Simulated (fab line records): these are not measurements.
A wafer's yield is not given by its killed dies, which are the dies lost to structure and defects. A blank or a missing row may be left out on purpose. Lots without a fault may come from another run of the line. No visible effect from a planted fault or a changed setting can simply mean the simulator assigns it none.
fab line records    flow ritCmos
record lots=15  wafers=45  lastDay=7
route steps=202 shown ACTIVE@5 NWELL@51 GATE@85 NLDD@106 M1@202
lots untouched by any fault: they come from a run of this same line in which no faults occurred
startH: hours from the record's opening day to when the first of the lot's shown wafers began    waitH: time in hours since the lot's previous step    " repeats the value in the row above    L1.1+2: several wafers, shown together as one row    - no value, or no start was given    * or withheld: withheld    < > ~ a bound
route shown NAME@n: a module of which the file shows steps, and the number in the route of the first    usual: average and standard deviation across the fault-free wafers    same: alike in all rows    chamber/n: place in a boat    sites: each site's reading    _std_site: their standard deviation    _edge_site: outer sites' mean less inner sites'    radiusMm: how far each site lies from the wafer's centre    mask NAME#n: copy n    behind: the last tool/chamber to shape the wafer    hold: cause of the lot's hold/its duration in hours/its outcome    device: the n, p or np transistor that did not switch    end of line: at the end of the route, the tests of the same wafers    a step with no rows: only its recipe    killed: dies that structure and defects cost at the first sort, which is not the same as the wafer's yield    map: per-die view of a wafer (x killed, . not killed, _ where there is no die)
set.NAME: setting as actually run; set.NAME@STEP: the setting as run at that earlier step    model.NAME: the simulator's own value behind a step, which no gauge read
steps of the route over a sample of lots; a table a step, a row a wafer
services: the hour from which a tool's chamber was out of use, counted from the record's first day as startH (under 0 if before that day), plus the number of hours and why
## steps
# step RIT_ACTIVE_THK_MEAS_04
# recipe reads=Si3N4_of_ACTIVE_CVD_03
# usual ACTIVE_NITRIDE_THK=150.6/1.4
lot.wafer  tool          chamber  startH  waitH  ACTIVE_NITRIDE_THK[nm]
L357.3     filmMetro-04  -        14.50   0.0    151.4
L357.5     "             -        "       "      151.5
L357.6     "             -        "       "      150.9
L358.1     filmMetro-01  -        19.61   0.0    150.5
L358.2     "             -        "       "      150.0
L358.6     "             -        "       "      149.1
L361.1     filmMetro-04  -        34.08   0.0    148.0
L361.2     "             -        "       "      149.3
L361.6     "             -        "       "      148.3
L362.2     filmMetro-01  -        38.54   0.0    149.7
L362.4     "             -        "       "      149.3
L362.5     "             -        "       "      149.4
L365.2     filmMetro-02  -        55.17   0.0    149.6
L365.5     "             -        "       "      148.9
L365.6     "             -        "       "      148.2
L366.1     filmMetro-01  -        59.97   0.0    149.8
L366.4     "             -        "       "      149.7
L366.6     "             -        "       "      150.1
L367.3     filmMetro-04  -        63.76   0.0    150.5
L367.5     "             -        "       "      151.1
L367.6     "             -        "       "      150.4
L370.1     filmMetro-02  -        78.64   0.0    150.2
L370.5     "             -        "       "      150.5
L370.6     "             -        "       "      151.4
L372.4     filmMetro-02  -        88.94   0.0    151.1
L372.5     "             -        "       "      150.1
L372.6     "             -        "       "      149.8
L373.1     filmMetro-01  -        93.67   0.0    150.6
L373.3     "             -        "       "      151.7
L373.4     "             -        "       "      151.5
L374.2     filmMetro-01  -        99.54   0.0    151.4
L374.4     "             -        "       "      149.8
L374.6     "             -        "       "      151.8
L376.1     filmMetro-04  -        108.53  0.0    149.4
L376.2     "             -        "       "      149.9
L376.6     "             -        "       "      149.9
L377.1     filmMetro-04  -        114.70  0.0    151.2
L377.3     "             -        "       "      150.1
L377.5     "             -        "       "      151.2
L379.2     filmMetro-01  -        123.54  0.0    153.4
L379.3     "             -        "       "      153.1
L379.6     "             -        "       "      151.2
L380.1     filmMetro-02  -        129.09  0.0    151.1
L380.2     "             -        "       "      149.2
L380.6     "             -        "       "      150.8
# step RIT_WELLDRIVE_RS_MEAS_01
# recipe thkMeasGauge=four-point-probe
# usual NWELL_RS=276.0/0.67
lot.wafer  tool          chamber  startH  waitH  NWELL_RS[ohm/sq]
L357.3     filmMetro-03  -        29.39   0.0    276.8
L357.5     "             -        "       "      277.1
L357.6     "             -        "       "      277.1
L358.1     filmMetro-01  -        34.17   0.0    276.4
L358.2     "             -        "       "      276.7
L358.6     "             -        "       "      277.0
L361.1     filmMetro-03  -        50.68   0.0    275.0
L361.2     "             -        "       "      276.1
L361.6     "             -        "       "      275.4
L362.2     filmMetro-03  -        56.58   0.0    275.6
L362.4     "             -        "       "      276.0
L362.5     "             -        "       "      275.6
L365.2     filmMetro-01  -        69.60   0.0    275.9
L365.5     "             -        "       "      276.5
L365.6     "             -        "       "      275.6
L366.1     filmMetro-01  -        76.42   0.0    277.6
L366.4     "             -        "       "      276.8
L366.6     "             -        "       "      276.5
L367.3     filmMetro-01  -        81.33   0.0    275.7
L367.5     "             -        "       "      276.1
L367.6     "             -        "       "      274.9
L370.1     filmMetro-01  -        98.59   0.0    275.7
L370.5     "             -        "       "      274.6
L370.6     "             -        "       "      275.3
L372.4     filmMetro-01  -        106.27  0.1    276.2
L372.5     "             -        "       "      276.3
L372.6     "             -        "       "      276.1
L373.1     filmMetro-03  -        111.29  0.0    275.3
L373.3     "             -        "       "      276.6
L373.4     "             -        "       "      276.5
L374.2     filmMetro-03  -        113.74  0.0    275.7
L374.4     "             -        "       "      275.7
L374.6     "             -        "       "      275.0
L376.1     filmMetro-03  -        125.52  0.0    276.0
L376.2     "             -        "       "      276.5
L376.6     "             -        "       "      277.0
L377.1     filmMetro-04  -        130.60  0.0    275.6
L377.3     "             -        "       "      276.0
L377.5     "             -        "       "      275.7
L379.2     filmMetro-03  -        141.20  0.0    275.6
L379.3     "             -        "       "      275.4
L379.6     "             -        "       "      275.8
L380.1     filmMetro-03  -        147.58  0.0    275.3
L380.2     "             -        "       "      275.2
L380.6     "             -        "       "      275.3
# step RIT_GATE_THK_MEAS_09
# recipe reads=poly-Si_of_GATE_CVD_08
# usual GATE_POLY_THK=251.7/2.4
lot.wafer  tool          chamber  startH  waitH  GATE_POLY_THK[nm]
L357.3     filmMetro-04  -        36.32   0.0    251.9
L357.5     "             -        "       "      250.0
L357.6     "             -        "       "      251.6
L358.1     filmMetro-04  -        42.44   0.0    249.7
L358.2     "             -        "       "      249.3
L358.6     "             -        "       "      247.6
L361.1     filmMetro-03  -        58.58   0.0    250.1
L361.2     "             -        "       "      250.4
L361.6     "             -        "       "      252.6
L362.2     filmMetro-04  -        64.20   0.0    250.6
L362.4     "             -        "       "      249.5
L362.5     "             -        "       "      251.5
L365.2     filmMetro-02  -        77.00   0.0    255.0
L365.5     "             -        "       "      256.1
L365.6     "             -        "       "      256.5
L366.1     filmMetro-04  -        86.10   0.0    250.6
L366.4     "             -        "       "      249.8
L366.6     "             -        "       "      249.3
L367.3     filmMetro-02  -        90.31   0.0    253.2
L367.5     "             -        "       "      253.9
L367.6     "             -        "       "      251.8
L370.1     filmMetro-04  -        106.40  0.0    249.9
L370.5     "             -        "       "      251.0
L370.6     "             -        "       "      249.3
L372.4     filmMetro-03  -        115.68  0.0    251.6
L372.5     "             -        "       "      251.9
L372.6     "             -        "       "      250.6
L373.1     filmMetro-04  -        119.89  0.0    251.8
L373.3     "             -        "       "      250.2
L373.4     "             -        "       "      252.5
L374.2     filmMetro-02  -        121.52  0.0    250.5
L374.4     "             -        "       "      247.2
L374.6     "             -        "       "      250.4
L376.1     filmMetro-02  -        135.91  0.0    250.2
L376.2     "             -        "       "      248.2
L376.6     "             -        "       "      249.1
L377.1     filmMetro-03  -        137.43  0.0    251.7
L377.3     "             -        "       "      251.6
L377.5     "             -        "       "      250.0
L379.2     filmMetro-04  -        150.35  0.0    255.2
L379.3     "             -        "       "      256.0
L379.6     "             -        "       "      256.4
L380.1     filmMetro-03  -        157.49  0.0    249.1
L380.2     "             -        "       "      248.1
L380.6     "             -        "       "      248.8
# step RIT_NLDD_EXPOSE_03
# recipe maskId=M7  na=0.57  targetCdNm=40700  doseMj=250
lot.wafer   tool             chamber  startH  waitH  mask
L357.3+5+6  ilineStepper-02  0        43.35   0.2    M7#0
L358.1+2+6  ilineStepper-01  0        47.79   0.2    M7#0
L361.1+2+6  ilineStepper-02  0        64.86   0.2    M7#0
L362.2+4+5  ilineStepper-02  0        71.87   0.1    M7#0
L365.2+5+6  ilineStepper-01  0        83.39   0.2    M7#0
L366.1+4+6  ilineStepper-01  0        91.68   0.1    M7#0
L367.3+5+6  ilineStepper-01  0        95.59   0.1    M7#0
L370.1+5+6  ilineStepper-01  0        112.92  0.1    M7#0
L372.4+5+6  ilineStepper-02  0        121.33  0.1    M7#0
L373.1+3+4  ilineStepper-02  0        125.11  0.1    M7#0
L374.2+4+6  ilineStepper-02  0        127.71  0.1    M7#0
L376.1+2+6  ilineStepper-01  0        141.93  0.2    M7#0
L377.1+3+5  ilineStepper-01  0        144.60  0.1    M7#0
L379.2+3+6  ilineStepper-01  0        156.12  0.2    M7#0
L380.1+2+6  ilineStepper-02  0        162.91  0.3    M7#0
# step RIT_NLDD_OVL_MEAS_06
# usual NLDD_OVL=-0.2/1.6
lot.wafer  tool        chamber  startH  waitH  NLDD_OVL[nm]
L357.3     overlay-02  -        43.72   -      0.1
L357.5     "           -        "       "      -0.7
L357.6     "           -        "       "      -0.6
L358.1     overlay-01  -        48.19   -      -1.8
L358.2     "           -        "       "      -3.0
L358.6     "           -        "       "      -2.8
L361.1     overlay-01  -        65.26   -      -0.5
L361.2     "           -        "       "      -0.5
L361.6     "           -        "       "      0.1
L362.2     overlay-01  -        72.25   -      0.7
L362.4     "           -        "       "      0.3
L362.5     "           -        "       "      -0.5
L365.2     overlay-01  -        83.78   -      0.9
L365.5     "           -        "       "      -1.3
L365.6     "           -        "       "      1.8
L366.1     overlay-01  -        92.08   -      2.2
L366.4     "           -        "       "      2.5
L366.6     "           -        "       "      3.0
L367.3     overlay-01  -        95.96   -      2.8
L367.5     "           -        "       "      3.7
L367.6     "           -        "       "      4.4
L370.1     overlay-01  -        113.32  -      -1.3
L370.5     "           -        "       "      0.8
L370.6     "           -        "       "      0.8
L372.4     overlay-02  -        121.69  -      -3.3
L372.5     "           -        "       "      -2.5
L372.6     "           -        "       "      -2.5
L373.1     overlay-01  -        125.51  -      0.8
L373.3     "           -        "       "      1.8
L373.4     "           -        "       "      1.1
L374.2     overlay-02  -        128.10  -      -1.0
L374.4     "           -        "       "      -0.7
L374.6     "           -        "       "      0.2
L376.1     overlay-02  -        142.33  -      -299.4
L376.2     "           -        "       "      -300.5
L376.6     "           -        "       "      -300.1
L377.1     overlay-01  -        145.00  -      -298.8
L377.3     "           -        "       "      -297.0
L377.5     "           -        "       "      -298.6
L379.2     overlay-02  -        156.51  -      -300.4
L379.3     "           -        "       "      -299.9
L379.6     "           -        "       "      -299.2
L380.1     overlay-02  -        163.30  -      -3.0
L380.2     "           -        "       "      -1.9
L380.6     "           -        "       "      -3.2
# step RIT_M1_PROBE_99
# usual killedAtFrontEnd=7/3.2  killedDies=8/3.2  killedOpen=3.7/2.1  killedShort=3.8/2.2
# same grossDies=264  killed_at_M0_to_M3=0  killed_at_M4_up=0  killedAtBackSide=0  killedAtContacts=0  killedAtOther=0
lot.wafer  tool       chamber  startH  waitH  killedAtFrontEnd  killedDies  killedOpen  killedShort
L357.3     prober-01  -        59.00   0.2    6                 6           3           3
L357.5     prober-01  -        59.10   0.2    8                 8           3           5
L357.6     prober-01  -        59.15   0.2    8                 8           4           4
L358.1     prober-02  -        63.62   0.1    9                 9           6           3
L358.2     prober-02  -        63.67   0.1    10                10          3           7
L358.6     prober-02  -        63.87   0.2    13                13          6           7
L361.1     prober-01  -        81.05   0.1    7                 7           4           3
L361.2     prober-01  -        81.10   0.1    5                 5           0           5
L361.6     prober-01  -        81.30   0.2    4                 4           3           1
L362.2     prober-02  -        87.81   0.1    7                 7           4           3
L362.4     prober-02  -        87.91   0.2    3                 3           1           2
L362.5     prober-02  -        87.96   0.2    12                12          7           5
L365.2     prober-01  -        100.24  0.1    4                 4           2           2
L365.5     prober-01  -        100.39  0.2    5                 5           4           1
L365.6     prober-01  -        100.44  0.2    8                 8           4           4
L366.1     prober-02  -        107.64  0.1    5                 5           0           5
L366.4     prober-02  -        107.79  0.2    11                11          7           4
L366.6     prober-02  -        107.89  0.2    11                11          5           6
L367.3     prober-01  -        111.55  0.2    6                 6           3           3
L367.5     prober-01  -        111.65  0.2    3                 3           2           1
L367.6     prober-01  -        111.70  0.2    15                15          10          5
L370.1     prober-02  -        129.05  0.1    5                 5           0           5
L370.5     prober-02  -        129.25  0.2    11                11          3           8
L370.6     prober-02  -        129.30  0.2    12                12          7           5
L372.4     prober-02  -        137.39  0.2    5                 5           2           3
L372.5     prober-02  -        137.44  0.2    3                 3           2           1
L372.6     prober-02  -        137.49  0.2    5                 5           3           2
L373.1     prober-01  -        142.21  0.1    10                10          6           4
L373.3     prober-01  -        142.31  0.2    10                10          6           4
L373.4     prober-01  -        142.36  0.2    5                 5           2           3
L374.2     prober-02  -        143.76  0.1    6                 6           2           4
L374.4     prober-02  -        143.86  0.2    13                13          5           8
L374.6     prober-02  -        143.96  0.2    7                 7           4           3
L376.1     prober-02  -        157.99  0.1    9                 9           3           6
L376.2     prober-02  -        158.04  0.1    6                 6           2           4
L376.6     prober-02  -        158.24  0.2    10                10          3           7
L377.1     prober-01  -        161.03  0.1    5                 5           1           4
L377.3     prober-01  -        161.13  0.2    7                 7           6           1
L377.5     prober-01  -        161.23  0.2    3                 3           2           1
L379.2     prober-01  -        172.73  0.1    4                 4           3           1
L379.3     prober-01  -        172.78  0.2    2                 2           1           1
L379.6     prober-01  -        172.93  0.2    4                 4           3           1
L380.1     prober-02  -        179.21  0.1    9                 9           4           5
L380.2     prober-02  -        179.26  0.1    14                14          8           6
L380.6     prober-02  -        179.46  0.2    6                 6           2           4
# killed by level:class
L357.3 GATE:geometricParticle:open=2 FOX1:geometricParticle:short=1 GATE:geometricParticle:short=1 REOX:geometricParticle:short=1 SILICIDE:geometricParticle:open=1
L357.5 FOX2:geometricParticle:short=2 REOX:geometricParticle:short=2 FOX2:geometricParticle:open=1 GATE:geometricParticle:open=1 SPACER:geometricParticle:short=1 SILICIDE:geometricParticle:open=1
L357.6 GATE:geometricParticle:open=4 FOX1:geometricParticle:short=3 SILICIDE:geometricParticle:short=1
L358.1 REOX:geometricParticle:open=3 FOX1:geometricParticle:open=1 FOX2:geometricParticle:short=1 GATE:geometricParticle:open=1 REOX:geometricParticle:short=1 SILICIDE:geometricParticle:short=1 SILICIDE:geometricParticle:open=1
L358.2 GATE:geometricParticle:open=2 REOX:geometricParticle:short=2 SPACER:geometricParticle:short=2 FOX1:geometricParticle:short=1 FOX2:geometricParticle:short=1 GATE:geometricParticle:short=1 REOX:geometricParticle:open=1
L358.6 REOX:geometricParticle:short=2 SPACER:geometricParticle:short=2 FOX1:geometricParticle:short=1 FOX1:geometricParticle:open=1 FOX2:geometricParticle:open=1 GATE:geometricParticle:short=1 GATE:geometricParticle:open=1 REOX:geometricParticle:open=1
L361.1 FOX1:geometricParticle:open=3 GATE:geometricParticle:short=2 SPACER:geometricParticle:short=1 SILICIDE:geometricParticle:open=1
L361.2 GATE:geometricParticle:short=3 REOX:geometricParticle:short=1 SPACER:geometricParticle:short=1
L361.6 FOX1:geometricParticle:open=2 GATE:geometricParticle:open=1 SILICIDE:geometricParticle:short=1
L362.2 GATE:geometricParticle:open=2 GATE:geometricParticle:short=2 FOX1:geometricParticle:open=1 REOX:geometricParticle:open=1 SILICIDE:geometricParticle:short=1
L362.4 GATE:geometricParticle:short=2 FOX2:geometricParticle:open=1
L362.5 GATE:geometricParticle:open=3 FOX1:geometricParticle:open=2 GATE:geometricParticle:short=2 SPACER:geometricParticle:short=2 FOX1:geometricParticle:short=1 SPACER:geometricParticle:open=1 SILICIDE:geometricParticle:open=1
L365.2 FOX2:geometricParticle:open=1 GATE:geometricParticle:open=1 GATE:geometricParticle:short=1 SILICIDE:geometricParticle:short=1
L365.5 GATE:geometricParticle:open=2 FOX2:geometricParticle:short=1 REOX:geometricParticle:open=1 SILICIDE:geometricParticle:open=1
L365.6 GATE:geometricParticle:open=2 REOX:geometricParticle:short=2 FOX2:geometricParticle:open=1 GATE:geometricParticle:short=1 REOX:geometricParticle:open=1 SILICIDE:geometricParticle:short=1
L366.1 FOX2:geometricParticle:short=2 SPACER:geometricParticle:short=2 GATE:geometricParticle:short=1
L366.4 GATE:geometricParticle:open=4 SILICIDE:geometricParticle:short=2 FOX1:geometricParticle:open=1 GATE:geometricParticle:short=1 REOX:geometricParticle:short=1 SPACER:geometricParticle:open=1 SILICIDE:geometricParticle:open=1
L366.6 GATE:geometricParticle:short=3 SPACER:geometricParticle:open=3 GATE:geometricParticle:open=2 SPACER:geometricParticle:short=2 FOX1:geometricParticle:short=1
L367.3 GATE:geometricParticle:open=2 GATE:geometricParticle:short=2 FOX1:geometricParticle:short=1 FOX1:geometricParticle:open=1
L367.5 FOX2:geometricParticle:short=1 REOX:geometricParticle:open=1 SPACER:geometricParticle:open=1
L367.6 GATE:geometricParticle:open=5 GATE:geometricParticle:short=2 REOX:geometricParticle:open=2 SPACER:geometricParticle:short=2 FOX1:geometricParticle:open=1 FOX2:geometricParticle:open=1 REOX:geometricParticle:short=1 SPACER:geometricParticle:open=1
L370.1 GATE:geometricParticle:short=4 REOX:geometricParticle:short=1
L370.5 GATE:geometricParticle:short=4 FOX2:geometricParticle:short=2 REOX:geometricParticle:short=2 GATE:geometricParticle:open=1 REOX:geometricParticle:open=1 SPACER:geometricParticle:open=1
L370.6 REOX:geometricParticle:open=4 SPACER:geometricParticle:short=3 GATE:geometricParticle:open=2 GATE:geometricParticle:short=2 SPACER:geometricParticle:open=1
L372.4 FOX2:geometricParticle:short=1 FOX2:geometricParticle:open=1 REOX:geometricParticle:short=1 SPACER:geometricParticle:open=1 SILICIDE:geometricParticle:short=1
L372.5 GATE:geometricParticle:open=2 GATE:geometricParticle:short=1
L372.6 FOX1:geometricParticle:open=1 FOX2:geometricParticle:open=1 GATE:geometricParticle:short=1 GATE:geometricParticle:open=1 REOX:geometricParticle:short=1
L373.1 GATE:geometricParticle:open=3 SPACER:geometricParticle:short=2 FOX2:geometricParticle:short=1 REOX:geometricParticle:short=1 REOX:geometricParticle:open=1 SPACER:geometricParticle:open=1 SILICIDE:geometricParticle:open=1
L373.3 GATE:geometricParticle:open=4 GATE:geometricParticle:short=3 SPACER:geometricParticle:open=2 FOX1:geometricParticle:short=1
L373.4 GATE:geometricParticle:short=1 GATE:geometricParticle:open=1 REOX:geometricParticle:short=1 SPACER:geometricParticle:open=1 SPACER:geometricParticle:short=1
L374.2 FOX1:geometricParticle:short=2 GATE:geometricParticle:open=2 FOX2:geometricParticle:short=1 REOX:geometricParticle:short=1
L374.4 GATE:geometricParticle:short=3 SILICIDE:geometricParticle:open=3 FOX2:geometricParticle:short=2 GATE:geometricParticle:open=2 REOX:geometricParticle:short=2 SILICIDE:geometricParticle:short=1
L374.6 GATE:geometricParticle:open=2 ACTIVE:geometricParticle:short=1 FOX1:geometricParticle:short=1 FOX1:geometricParticle:open=1 FOX2:geometricParticle:short=1 SPACER:geometricParticle:open=1
L376.1 GATE:geometricParticle:short=2 FOX1:geometricParticle:short=1 FOX2:geometricParticle:short=1 GATE:geometricParticle:open=1 REOX:geometricParticle:short=1 SPACER:geometricParticle:open=1 SILICIDE:geometricParticle:short=1 SILICIDE:geometricParticle:open=1
L376.2 GATE:geometricParticle:short=3 SPACER:geometricParticle:open=1 SILICIDE:geometricParticle:short=1 SILICIDE:geometricParticle:open=1
L376.6 FOX2:geometricParticle:short=3 FOX2:geometricParticle:open=2 SPACER:geometricParticle:short=2 GATE:geometricParticle:short=1 SPACER:geometricParticle:open=1 SILICIDE:geometricParticle:short=1
L377.1 GATE:geometricParticle:short=3 FOX1:geometricParticle:short=1 FOX2:geometricParticle:open=1
L377.3 FOX1:geometricParticle:open=2 FOX2:geometricParticle:open=2 FOX2:geometricParticle:short=1 REOX:geometricParticle:open=1 SPACER:geometricParticle:open=1
L377.5 FOX1:geometricParticle:short=1 GATE:geometricParticle:open=1 SILICIDE:geometricParticle:open=1
L379.2 FOX2:geometricParticle:open=1 GATE:geometricParticle:short=1 GATE:geometricParticle:open=1 REOX:geometricParticle:open=1
L379.3 GATE:geometricParticle:open=1 SPACER:geometricParticle:short=1
L379.6 GATE:geometricParticle:open=2 GATE:geometricParticle:short=1 SPACER:geometricParticle:open=1
L380.1 SPACER:geometricParticle:open=4 SPACER:geometricParticle:short=3 GATE:geometricParticle:short=2
L380.2 GATE:geometricParticle:open=5 REOX:geometricParticle:open=2 SILICIDE:geometricParticle:short=2 FOX1:geometricParticle:short=1 FOX2:geometricParticle:open=1 FOX2:geometricParticle:short=1 GATE:geometricParticle:short=1 REOX:geometricParticle:short=1
L380.6 FOX1:geometricParticle:open=2 FOX1:geometricParticle:short=2 REOX:geometricParticle:short=2
## services
tool             chamber  startH  hours  kind
ilineStepper-01  -        21.95   1.1    repair
## key
firstSign step=RIT_NLDD_OVL_MEAS_06  reading=NLDD_OVL  direction=down  sigmas=99+  usual=-0.2  struck=-299.3
effect none on later readings
metAt RIT_NLDD_EXPOSE_03
struckLots L376,L377,L379
testerLeftOut L376,L377,L379
notActingAt RIT_ACTIVE_THK_MEAS_04,RIT_WELLDRIVE_RS_MEAS_01,RIT_GATE_THK_MEAS_09
onsetBetween 112.92 141.93
fault kind=scannerMatchingOverlay  tool=ilineStepper-01  chamber=-  onsetH=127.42  steps=RIT_NLDD_EXPOSE_03  offset=-300
# testerLeftOut: of these lots the tester's yield and bins aren't shown, on N5 and GAA mostly nor the transistor test; their killed dies are dies lost to structure and defects alone, not to doping, threshold or leakage, so they don't give the yield
